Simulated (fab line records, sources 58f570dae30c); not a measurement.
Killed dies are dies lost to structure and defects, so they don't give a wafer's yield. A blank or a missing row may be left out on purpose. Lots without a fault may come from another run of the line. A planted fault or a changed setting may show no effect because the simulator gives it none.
Which tool did it? | flow berkeley_cmos170 | 14 lots, 42 wafers sampled, at 3 steps of a route of 331

WHAT THE GAUGES READ, wafer by wafer
UCB170_GATE_CD_MEAS_12: target cd 350 nm. Usual: cd_nm 350.3 nm, standard deviation 1.3.
lot  | measured     | on        | cd_nm (nm)        | flag
L773 | day 7 11:16  | cd_sem-02 | 352.4 350.5 351.4 |
L774 | day 7 23:36  | cd_sem-02 | 348.4 348.8 348.1 |
L777 | day 8 21:44  | cd_sem-01 | 350.9 349.8 348.4 |
L778 | day 8 21:56  | cd_sem-01 | 351.3 351.8 352.5 |
L782 | day 10 10:58 | cd_sem-01 | 350.1 351.0 350.2 |
L786 | day 11 06:31 | cd_sem-02 | 350.6 352.0 351.3 |
L787 | day 11 20:32 | cd_sem-01 | 351.3 349.7 350.5 |
L789 | day 11 20:17 | cd_sem-01 | 351.2 349.8 350.3 |
L790 | day 12 11:28 | cd_sem-01 | 352.2 352.2 350.9 |
L791 | day 12 21:15 | cd_sem-01 | 349.7 349.8 348.9 |
L792 | day 12 21:23 | cd_sem-02 | 351.7 350.5 350.7 |
L793 | day 13 10:20 | cd_sem-02 | 351.1 349.9 349.8 |
L795 | day 13 16:09 | cd_sem-01 | 351.2 351.1 350.7 |
L796 | day 13 16:02 | cd_sem-02 | 350.8 350.5 350.7 |

WHICH TOOL RAN EACH LOT (tool, then ch and the chambers of the sampled wafers, then the start)
lot  | UCB170_NWELL_IMPLANT_14        | UCB170_PWELL_STRIP_16
L773 | implanter-04 ch 0, day 2 12:48 | plasma_asher-02 ch 0,1, day 3 09:46
L774 | implanter-04 ch 0, day 2 18:10 | plasma_asher-03 ch 0,1, day 3 17:17
L777 | implanter-02 ch 0, day 3 04:29 | plasma_asher-02 ch 0,1, day 4 02:22
L778 | implanter-02 ch 0, day 3 14:55 | plasma_asher-03 ch 0,1, day 4 10:38
L782 | implanter-04 ch 0, day 4 11:35 | plasma_asher-03 ch 0,1, day 5 06:48
L786 | implanter-04 ch 0, day 5 04:20 | plasma_asher-03 ch 0,1, day 6 01:21
L787 | implanter-01 ch 0, day 5 12:15 | plasma_asher-03 ch 0,1, day 6 13:40
L789 | implanter-01 ch 0, day 5 16:48 | plasma_asher-03 ch 0,1, day 6 13:56
L790 | implanter-01 ch 0, day 6 03:58 | plasma_asher-03 ch 0,1, day 7 06:53
L791 | implanter-01 ch 0, day 6 16:34 | plasma_asher-04 ch 0,1, day 7 22:29
L792 | implanter-02 ch 0, day 6 16:37 | plasma_asher-02 ch 0,1, day 7 22:44
L793 | implanter-02 ch 0, day 7 04:53 | plasma_asher-04 ch 0,1, day 8 10:46
L795 | implanter-01 ch 0, day 7 22:29 | plasma_asher-04 ch 0,1, day 8 23:41
L796 | implanter-01 ch 0, day 7 22:46 | plasma_asher-02 ch 0,1, day 8 23:56
- UCB170_NWELL_IMPLANT_14
- UCB170_PWELL_STRIP_16: strips in O2.

WHAT THE TOOLS THEMSELVES READ (means of the sampled wafers that have a number; where no wafer has one, the mark that the record gives instead)
UCB170_NWELL_IMPLANT_14. Usual: dose_ions_cm2 9.998e+12, standard deviation 1.1e+10.
lot  | tool         | dose_ions_cm2 | flag
L773 | implanter-04 | 9.991e+12     |
L774 | implanter-04 | 9.997e+12     |
L777 | implanter-02 | 9.994e+12     |
L778 | implanter-02 | 9.998e+12     |
L782 | implanter-04 | 1.041e+13     | OFF
L786 | implanter-04 | 1.039e+13     | OFF
L787 | implanter-01 | 9.980e+12     |
L789 | implanter-01 | 1.000e+13     |
L790 | implanter-01 | 9.999e+12     |
L791 | implanter-01 | 1.001e+13     |
L792 | implanter-02 | 9.997e+12     |
L793 | implanter-02 | 9.999e+12     |
L795 | implanter-01 | 1.000e+13     |
L796 | implanter-01 | 9.996e+12     |

UCB170_PWELL_STRIP_16. Usual: drypump_motor_current_A 5.8 A, standard deviation 0.38; o2_flow_sccm 400.0 sccm, standard deviation 1.3; oes_product_au 0.721 a.u., standard deviation 0.0042; strip_time_to_endpoint_s 18.05 s, standard deviation 0.12.
lot  | tool            | drypump_motor_current_A (A) | o2_flow_sccm (sccm) | oes_product_au (a.u.) | strip_time_to_endpoint_s (s) | flag
L773 | plasma_asher-02 | 5.7                         | 399.4               | 0.718                 | 17.97                        |
L774 | plasma_asher-03 | 6.2                         | 400.1               | 0.719                 | 17.99                        |
L777 | plasma_asher-02 | 5.8                         | 400.3               | 0.718                 | 18.11                        |
L778 | plasma_asher-03 | 5.9                         | 398.2               | 0.718                 | 18.19                        |
L782 | plasma_asher-03 | 5.9                         | 399.3               | 0.721                 | 18.11                        |
L786 | plasma_asher-03 | 6.1                         | 399.7               | 0.719                 | 18.09                        |
L787 | plasma_asher-03 | 5.9                         | 400.9               | 0.724                 | 18.21                        |
L789 | plasma_asher-03 | 6.2                         | 400.8               | 0.716                 | 18.04                        |
L790 | plasma_asher-03 | 6.1                         | 400.3               | 0.718                 | 18.13                        |
L791 | plasma_asher-04 | 5.5                         | 399.7               | 0.720                 | 17.91                        |
L792 | plasma_asher-02 | 5.7                         | 399.1               | 0.722                 | 18.09                        |
L793 | plasma_asher-04 | 5.4                         | 400.5               | 0.722                 | 18.00                        |
L795 | plasma_asher-04 | 5.5                         | 400.4               | 0.718                 | 17.92                        |
L796 | plasma_asher-02 | 5.7                         | 401.4               | 0.721                 | 18.18                        |

THE ANSWER, worked out from the rows above alone
Rule: a lot is off if the mean of its wafers that have a number lies more than 3 standard deviations from the usual mean. A lot without any number at a reading at which 4 lots or more have one is off too. The other lots that the step has rows for count as sound. The gauges are gone through in route order, then the tools' own readings, and for those a lot's mean is taken as printed above. The first step at which some lot is off is used, and at that step the reading that is off furthest; a lot without a number counts as furthest.
Off: L782, L786, at UCB170_NWELL_IMPLANT_14 (dose_ions_cm2).
A tool fits if, at that step or a process step before it, it ran every lot that is off, and no sound lot after the first of them. One fits: implanter-04 at UCB170_NWELL_IMPLANT_14. Its last sound lot is L774 (day 2 18:10), its first lot that is off L782 (day 4 11:35): a fault that began between those two fits.
The tool's own readings at UCB170_NWELL_IMPLANT_14 bear it out: on the lots that are off they differ by more than 5 times the standard deviation of the sound lots' means. dose_ions_cm2 reads 1.040e+13 there against 9.997e+12 on the sound lots.

WHAT THE SIMULATOR HAD PUT IN
Process parameter drift: implanter-04, from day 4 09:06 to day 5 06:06, at UCB170_NWELL_IMPLANT_14. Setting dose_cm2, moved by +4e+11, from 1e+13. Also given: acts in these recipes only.
Lots struck among those shown: L782, L786. The rule above found the same.
